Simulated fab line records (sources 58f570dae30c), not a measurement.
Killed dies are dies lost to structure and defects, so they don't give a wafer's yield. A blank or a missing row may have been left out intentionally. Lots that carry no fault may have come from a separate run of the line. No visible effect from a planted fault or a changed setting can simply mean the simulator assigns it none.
8D (eight disciplines) problem report, filled in by code ; flow berkeley_cmos170 ; the parts of the form that need people (team, actions taken, sign-off) are left out

== 1. WHAT WENT WRONG ==
beam_energy_keV at UCB170_PWELL_IMPLANT_15 reads a mean of 62.402 on 6 wafers of 2 lots; wafers without a fault read 60.005 with a standard deviation of 0.02. So: +99 or more standard deviations from the usual mean.
The first sign was on wafer L268.1 at day 5 12:01, on implanter-01. The record has a number at this step for 18 wafers belonging to 6 lots. By rule, "out" or "out of limits" means more than 4 standard deviations away from the usual mean. Any other wafer with a number is counted as sound.

== 2. WHAT IT IS, AND WHAT IT ISN'T ==
question;is;is not
which readings at this step;beam_energy_keV;beam_on_s, end_station_pressure_torr
which lots;L268, L271;L258, L262, L273, L275
which wafers of those lots;all that have a number;-
read on which tools;implanter-01;implanter-04
when;from day 5 12:01;"up to then (6 sound wafers); but 6 sound wafers of L273, L275 came after"

== 3. WHAT RULES OUT EACH SUSPECT ==
Counting: a tool at a process step up to the reading stays a suspect if it ran every lot that is out and no sound lot after the first of them.
- rie_diel-02 at UCB170_PWELL_ETCH_14 (etches Si3N4 in CH3F/Ar/O2, stops on SiO2, target depth 242 nm, time 151 s): ruled out as a lasting fault. Following L268 (day 5 11:55), the first lot on it that is out, the sound lots L275 were run on it.
- implanter-01 at UCB170_PWELL_IMPLANT_15: kept. It processed each lot that is out, first L268 at day 5 12:01, and no sound lot thereafter; up to then, the last sound lot it processed was L262 at day 4 13:39. Its own beam_energy_keV readings are out on those wafers.
The count leaves implanter-01 at UCB170_PWELL_IMPLANT_15.

== 4. THE CAUSE (what the simulator had put in) ==
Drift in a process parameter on implanter-01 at UCB170_PWELL_IMPLANT_15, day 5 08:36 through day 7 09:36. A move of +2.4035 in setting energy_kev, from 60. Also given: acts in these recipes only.
Counting left only this tool.

== 5. THE CHAIN OF EFFECTS, in route order ==
Rows list readings where the struck wafers' mean (over those with a number) sits beyond 3 standard deviations from the usual. Readings are gone through only where the record gives a usual standard deviation; hours: the median, over the lots, of the time from a lot's start at the first step in this table giving one to that lot's start at this step; sigmas: the change measured in usual standard deviations.
hours;step;reading;usual;on struck wafers;change;sigmas
0;UCB170_PWELL_IMPLANT_15;beam_energy_keV;60.005;62.402;+2.397;+99 or more
Here are the process steps it includes:
- UCB170_PWELL_IMPLANT_15

== 6. WHAT WOULD HAVE CAUGHT IT SOONER ==
3 hours passed between the start of the fault at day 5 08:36 and the first reading out of limits in this record, taken at day 5 12:01.
